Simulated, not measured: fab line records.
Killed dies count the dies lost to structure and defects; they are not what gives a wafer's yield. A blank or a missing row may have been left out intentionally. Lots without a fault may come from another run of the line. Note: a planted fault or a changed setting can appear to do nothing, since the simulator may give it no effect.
Which tool was responsible? | flow berkeley-cmos170 | Sampling: 15 lots, 45 wafers, 5 of 331 route steps

## WHAT EACH GAUGE READ, for each wafer
UCB170_NWELL_OVL_MEAS_12.
lot  | measured    | on         | NWELL_OVL (nm)
L282 | day 2 12:47 | overlay-01 | -1 -11 -10
L281 | day 2 13:18 | overlay-01 | -1 3 7
L284 | day 3 02:18 | overlay-01 | -3 -4 2
L283 | day 3 02:34 | overlay-01 | -12 -8 -5
L285 | day 3 11:52 | overlay-01 | -7 5 -2
L286 | day 3 12:25 | overlay-02 | -2 4 -4
L287 | day 3 18:58 | overlay-02 | 0 -11 -3
L291 | day 4 16:50 | overlay-02 | -6 2 -7
L292 | day 4 21:26 | overlay-02 | -4 0 -8
L294 | day 5 05:01 | overlay-01 | -12 -9 -9
L293 | day 5 05:16 | overlay-02 | -8 -6 -6
L297 | day 6 01:58 | overlay-01 | -8 -8 -5
L298 | day 6 02:10 | overlay-02 | -4 -1 -7
L299 | day 6 16:30 | overlay-02 | -20 -11 -11
L300 | day 6 16:44 | overlay-02 | 2 -2 -3

UCB170_PWELL_TW_MEAS_17.
lot  | measured    | on            | PWELL_TW
L282 | day 3 09:19 | film-metro-01 | 377 375 375
L281 | day 3 10:14 | film-metro-01 | 377 378 378
L284 | day 3 20:28 | film-metro-02 | 382 383 381
L283 | day 3 20:43 | film-metro-01 | 378 376 376
L285 | day 4 11:49 | film-metro-02 | 378 378 379
L286 | day 4 11:31 | film-metro-04 | 381 381 380
L287 | day 4 12:01 | film-metro-04 | 384 383 383
L291 | day 5 13:44 | film-metro-02 | 373 374 374
L292 | day 5 18:53 | film-metro-02 | 376 372 374
L294 | day 6 04:48 | film-metro-02 | 375 376 377
L293 | day 6 04:39 | film-metro-04 | 383 384 385
L297 | day 7 04:02 | film-metro-02 | 376 377 377
L298 | day 7 03:56 | film-metro-01 | 376 377 377
L299 | day 7 12:11 | film-metro-01 | 375 376 376
L300 | day 7 11:57 | film-metro-04 | 381 383 382

UCB170_ACTIVE_THK_MEAS_03.
lot  | measured    | on            | ACTIVE_OXIDE_THK (nm)
L282 | day 4 10:34 | film-metro-03 | 25.2 25.0 24.6
L281 | day 4 16:10 | film-metro-03 | 25.7 26.4 25.3
L284 | day 5 00:56 | film-metro-01 | 26.4 27.0 26.4
L283 | day 5 00:57 | film-metro-03 | 26.7 26.9 26.5
L285 | day 5 12:32 | film-metro-02 | 27.3 26.5 27.3
L286 | day 5 12:28 | film-metro-01 | 26.5 26.7 26.2
L287 | day 5 12:30 | film-metro-03 | 26.8 26.8 26.7
L291 | day 6 15:11 | film-metro-02 | 27.3 26.9 26.7
L292 | day 6 15:11 | film-metro-01 | 26.6 26.4 26.8
L294 | day 7 03:37 | film-metro-02 | 26.7 26.8 26.6
L293 | day 7 03:38 | film-metro-03 | 26.8 27.0 26.5
L297 | day 8 17:13 | film-metro-01 | 25.2 25.9 25.3
L298 | day 8 17:13 | film-metro-02 | 26.1 25.8 26.3
L299 | day 8 22:28 | film-metro-01 | 26.5 26.1 26.5
L300 | day 8 22:28 | film-metro-03 | 27.0 26.7 26.7

UCB170_ACTIVE_THK_MEAS_06.
lot  | measured    | on            | ACTIVE_NITRIDE_THK (nm)
L282 | day 4 18:53 | film-metro-01 | 220.4 220.6 220.5
L281 | day 4 23:50 | film-metro-01 | 220.5 221.0 220.7
L284 | day 5 09:32 | film-metro-01 | 221.7 219.8 220.4
L283 | day 5 09:33 | film-metro-03 | 222.0 219.8 221.9
L285 | day 5 19:26 | film-metro-02 | 220.1 220.5 219.4
L286 | day 5 19:25 | film-metro-03 | 221.9 221.8 221.9
L287 | day 5 19:31 | film-metro-03 | 220.7 220.5 222.1
L291 | day 7 04:16 | film-metro-01 | 177.5 176.2 177.6
L292 | day 7 04:17 | film-metro-03 | 178.2 179.6 178.6
L294 | day 7 11:49 | film-metro-02 | 180.1 177.4 178.1
L293 | day 7 11:50 | film-metro-03 | 179.6 178.9 178.9
L297 | day 9 01:47 | film-metro-03 | 219.0 216.8 217.9
L298 | day 9 01:51 | film-metro-03 | 219.0 218.1 221.0
L299 | day 9 01:47 | film-metro-02 | 218.8 220.2 219.4
L300 | day 9 01:51 | film-metro-02 | 218.3 218.5 219.3

## EACH LOT AND THE TOOL THAT RAN IT (in order: tool; ch and the chambers of the sampled wafers; start)
lot  | UCB170_ACTIVE_CVD_05
L282 | lpcvd-01 ch 1, day 4 16:58
L281 | lpcvd-02 ch 1, day 4 21:55
L284 | lpcvd-02 ch 0, day 5 07:37
L283 | lpcvd-02 ch 1, day 5 07:37
L285 | lpcvd-02 ch 1, day 5 17:31
L286 | lpcvd-02 ch 0, day 5 17:31
L287 | lpcvd-02 ch 0, day 5 17:31
L291 | lpcvd-01 ch 0, day 7 02:20
L292 | lpcvd-01 ch 0, day 7 02:20
L294 | lpcvd-01 ch 0, day 7 09:53
L293 | lpcvd-01 ch 0, day 7 09:53
L297 | lpcvd-02 ch 1, day 8 23:53
L298 | lpcvd-02 ch 0, day 8 23:53
L299 | lpcvd-02 ch 1, day 8 23:53
L300 | lpcvd-02 ch 1, day 8 23:53
- UCB170_ACTIVE_CVD_05: deposits Si3N4 from SiH2Cl2/NH3, target thk 220 nm, time 3300 s.

## WHAT THE TOOLS THEMSELVES READ (means of the sampled wafers that have a number; where no wafer has one, the mark that the record gives instead)
UCB170_ACTIVE_CVD_05.
lot  | tool     | zone-power-centre-pct (%) | zone-power-source-pct (%)
L282 | lpcvd-01 | 40.7                      | 22.7
L281 | lpcvd-02 | 35.6                      | 19.5
L284 | lpcvd-02 | 32.8                      | 20.4
L283 | lpcvd-02 | 36.4                      | 19.5
L285 | lpcvd-02 | 35.8                      | 19.7
L286 | lpcvd-02 | 32.7                      | 20.2
L287 | lpcvd-02 | 32.7                      | 20.5
L291 | lpcvd-01 | 35.2                      | 23.0
L292 | lpcvd-01 | 35.2                      | 22.9
L294 | lpcvd-01 | 35.1                      | 22.7
L293 | lpcvd-01 | 35.0                      | 22.9
L297 | lpcvd-02 | 35.6                      | 19.5
L298 | lpcvd-02 | 32.6                      | 20.3
L299 | lpcvd-02 | 35.9                      | 19.3
L300 | lpcvd-02 | 35.8                      | 19.5

## THE ANSWER, worked out from the rows above alone
Rule: usual is defined by the lots themselves. The widest of any qualifying gaps counts: lots, ordered by their means at a reading, are off when they make up no more than a third of the lots, leave a main group of 4 or more, and stand apart from it by 3 or more times the standard deviation of that group's means. If all means in a main group match to the digits the tables above print for the reading, that group is not used. Also off: a lot with no number at a reading for which 4 or more lots have one. Where the step has rows for the other lots, those lots are counted as sound. The gauges are gone through in route order, then the tools' own readings, and for those a lot's mean is taken as printed above. The first step at which some lot is off is used, and at that step the reading that is off furthest; a lot without a number counts as furthest.
Off: at UCB170_ACTIVE_THK_MEAS_06 (ACTIVE_NITRIDE_THK), L291, L292, L294, L293. The main group: mean 220.1 nm, standard deviation 1.1.
A tool fits if, at a process step before that reading, it ran every lot that is off, and no sound lot after the first of them. The gauges at UCB170_ACTIVE_THK_MEAS_06 aren't tried: what is off there is off at UCB170_ACTIVE_CVD_05 too, on other tools, and a gauge's error can't cause that. One candidate fits, namely lpcvd-01 at UCB170_ACTIVE_CVD_05. Its last sound lot is L282 (day 4 16:58), its first lot that is off L291 (day 7 02:20): a fault that began between those two fits.

## WHAT THE SIMULATOR HAD INSERTED
Site profile drift: lpcvd-01, from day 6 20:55 on, at UCB170_ACTIVE_CVD_05. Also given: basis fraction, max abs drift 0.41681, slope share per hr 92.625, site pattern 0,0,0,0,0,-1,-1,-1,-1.
Lots struck among those shown: L291, L292, L294, L293. This agrees with what the rule above found.
